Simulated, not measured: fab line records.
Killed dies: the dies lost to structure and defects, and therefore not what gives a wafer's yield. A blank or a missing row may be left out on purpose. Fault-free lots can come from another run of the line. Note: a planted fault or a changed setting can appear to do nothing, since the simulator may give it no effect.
Which of the tools did it? | flow berkeleyCmos170 | Sampling: 14 lots, 42 wafers, 3 of 331 route steps

## WHAT THE GAUGES READ, wafer by wafer
UCB170_START_BOW_MEAS_00.
lot  | measured    | on           | INCOMING_BOW (um)
L798 | day 1 10:00 | filmMetro-01 | -2 -4 3
L800 | day 1 20:01 | filmMetro-02 | 0 -5 1
L801 | day 2 01:00 | filmMetro-02 | -7 -8 -3
L802 | day 2 06:00 | filmMetro-01 | 14 -5 -7
L804 | day 2 16:01 | filmMetro-01 | -3 7 -4
L805 | day 2 21:04 | filmMetro-03 | -1 -2 -7
L806 | day 3 02:00 | filmMetro-02 | 14 -1 -8
L808 | day 3 12:00 | filmMetro-01 | 2 -8 0
L809 | day 3 17:01 | filmMetro-01 | 0 0 -7
L814 | day 4 18:01 | filmMetro-01 | 8 1 6
L815 | day 4 23:01 | filmMetro-03 | 2 0 5
L816 | day 5 04:01 | filmMetro-03 | -4 -7 -16
L819 | day 5 19:00 | filmMetro-03 | 4 -9 1
L820 | day 6 00:00 | filmMetro-01 | 0 -8 -3

UCB170_NWELL_OVL_MEAS_12.
lot  | measured    | on         | NWELL_OVL (nm)
L798 | day 2 15:44 | overlay-01 | 7 3 8
L800 | day 3 01:44 | overlay-02 | -9 0 -5
L801 | day 3 02:00 | overlay-02 | -4 -4 -7
L802 | day 3 13:25 | overlay-01 | 4 9 5
L804 | day 3 22:43 | overlay-01 | 3 2 -7
L805 | day 4 05:01 | overlay-01 | -2 -5 2
L806 | day 4 06:14 | overlay-02 | -4 -8 -3
L808 | day 4 14:19 | overlay-01 | -5 -11 -9
L809 | day 4 14:30 | overlay-02 | -7 -3 -9
L814 | day 5 18:00 | overlay-01 | 1 -2 -1
L815 | day 6 03:20 | overlay-02 | -10 -6 0
L816 | day 6 03:35 | overlay-01 | 8 1 -1
L819 | day 7 03:49 | overlay-01 | 0 -5 -3
L820 | day 7 04:03 | overlay-01 | -3 0 -4

## EACH LOT AND THE TOOL THAT RAN IT (in order: tool; ch and the chambers of the sampled wafers; start)
lot  | UCB170_NWELL_DEVELOP_11
L798 | lithoTrack-04 ch 0, day 2 15:00
L800 | lithoTrack-03 ch 0, day 3 01:00
L801 | lithoTrack-03 ch 0, day 3 01:00
L802 | lithoTrack-01 ch 0, day 3 13:00
L804 | lithoTrack-04 ch 0, day 3 22:00
L805 | lithoTrack-01 ch 0, day 4 04:00
L806 | lithoTrack-03 ch 0, day 4 06:00
L808 | lithoTrack-04 ch 0, day 4 14:00
L809 | lithoTrack-01 ch 0, day 4 14:00
L814 | lithoTrack-04 ch 0, day 5 17:00
L815 | lithoTrack-04 ch 0, day 6 03:00
L816 | lithoTrack-01 ch 0, day 6 03:00
L819 | lithoTrack-01 ch 0, day 7 03:00
L820 | lithoTrack-03 ch 0, day 7 03:00
- UCB170_NWELL_DEVELOP_11: develop time 45 s.

## AS READ BY THE TOOLS THEMSELVES (means over the sampled wafers that have a number; for cases with no such wafer, the mark the record gives instead)
UCB170_NWELL_DEVELOP_11.
lot  | tool          | developerTempC (C) | exhaustPa (Pa)
L798 | lithoTrack-04 | 21.02              | 46.1
L800 | lithoTrack-03 | 20.85              | 45.9
L801 | lithoTrack-03 | 20.98              | 44.8
L802 | lithoTrack-01 | 21.07              | 43.9
L804 | lithoTrack-04 | 20.89              | 45.0
L805 | lithoTrack-01 | 21.05              | 45.0
L806 | lithoTrack-03 | 20.98              | 44.6
L808 | lithoTrack-04 | 21.05              | 44.5
L809 | lithoTrack-01 | 20.91              | 43.8
L814 | lithoTrack-04 | 21.82              | 44.3
L815 | lithoTrack-04 | 21.83              | 46.2
L816 | lithoTrack-01 | 21.11              | 44.4
L819 | lithoTrack-01 | 21.12              | 46.0
L820 | lithoTrack-03 | 20.78              | 45.4

## THE ANSWER, worked out from the rows above alone
Rule: the lots themselves supply what counts as usual. The widest of any qualifying gaps counts: lots, ordered by their means at a reading, are off when they make up no more than a third of the lots, leave a main group of 4 or more, and stand apart from it by 3 or more times the standard deviation of that group's means. The tables above print the reading to a certain number of digits; a main group whose means all agree to those digits is not used. Also off: a lot with no number at a reading for which 4 or more lots have one. Any other lot the step has rows for is counted as sound. Order of review: gauges by route order, followed by the tools' own readings, for which a lot's mean as printed above is used. At the first step where some lot is off, the reading lying furthest off is the one used; lots without a number count as furthest.
Off: L814, L815, at UCB170_NWELL_DEVELOP_11 (developerTempC). Mean 20.98 C and standard deviation 0.1 in the main group.
If a tool, at that step or one of the process steps before it, ran each lot that is off and ran no sound lot following the first of them, it fits. One fits: UCB170_NWELL_DEVELOP_11 on lithoTrack-04. A fault onset in the window from L808 (day 4 14:00, its last sound lot) to L814 (day 5 17:00, its first lot off) fits.
The tool's own readings at UCB170_NWELL_DEVELOP_11 bear it out: on the lots that are off they differ by more than 5 times the standard deviation of the sound lots' means. developerTempC reads 21.82 C there against 20.98 C on the sound lots.

## WHAT HAD BEEN PUT IN BY THE SIMULATOR
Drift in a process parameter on lithoTrack-04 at UCB170_NWELL_DEVELOP_11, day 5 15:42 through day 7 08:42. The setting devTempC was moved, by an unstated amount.
Shown lots that were struck: L814, L815. The same result came from the rule above.
